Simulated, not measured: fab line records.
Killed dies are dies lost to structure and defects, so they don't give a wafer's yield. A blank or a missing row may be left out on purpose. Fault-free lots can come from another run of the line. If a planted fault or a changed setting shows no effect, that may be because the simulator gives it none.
Matching of chambers -- flow berkeley cmos170 -- UCB170_GATE_ETCH_14 on rie diel-01: 4 sister chambers
The step etches BARC in N2/H2. 8 wafers are shown with their chamber, then 7 later ones without.

## WAFERS PAIRED WITH THEIR CHAMBERS
wafer,chamber,throttle valve pct (%),oes product au (a.u.)
L662.4,1,13.49,1.036
L662.5,3,13.26,1.007
L665.5,3,13.23,1.007
L667.3,1,13.50,1.021
L667.4,2,13.24,0.992
L667.6,0,13.32,0.966
L673.1,0,13.31,0.971
L673.3,2,13.25,1.003

## WAFERS WITHOUT THEIR CHAMBER
wafer,throttle valve pct (%),oes product au (a.u.)
L673.4,13.26,1.002
L676.1,13.33,0.971
L676.4,13.48,1.029
L676.5,13.23,1.002
L678.2,13.50,1.024
L678.4,13.26,1.007
L678.6,13.25,0.994

## WHICH CHAMBER EACH WENT THROUGH
wafer,from the rows above,in truth
L673.4,can't be placed: 2 or 3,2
L676.1,0,0
L676.4,1,1
L676.5,can't be placed: 2 or 3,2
L678.2,1,1
L678.4,can't be placed: 3 or 2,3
L678.6,can't be placed: 2 or 3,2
Placed correctly: 3 of 7. Can't be placed from these rows: 4 (the true chamber is among the candidates in 4). Number placed wrongly: 0.
How it was worked out, from the rows above alone: a wafer's distance from a chamber is the root of the sum, over the readings, of the square of ((its reading less the chamber's mean) divided by the reading's scatter). The wafer belongs to the nearest chamber; if the next one is less than 2 further off, it can't be placed. Each chamber's mean is taken over the wafers shown for it. The scatter: the root of (the sum of the squares of (reading less its chamber's mean) over the shown wafers, divided by (wafers less chambers)).
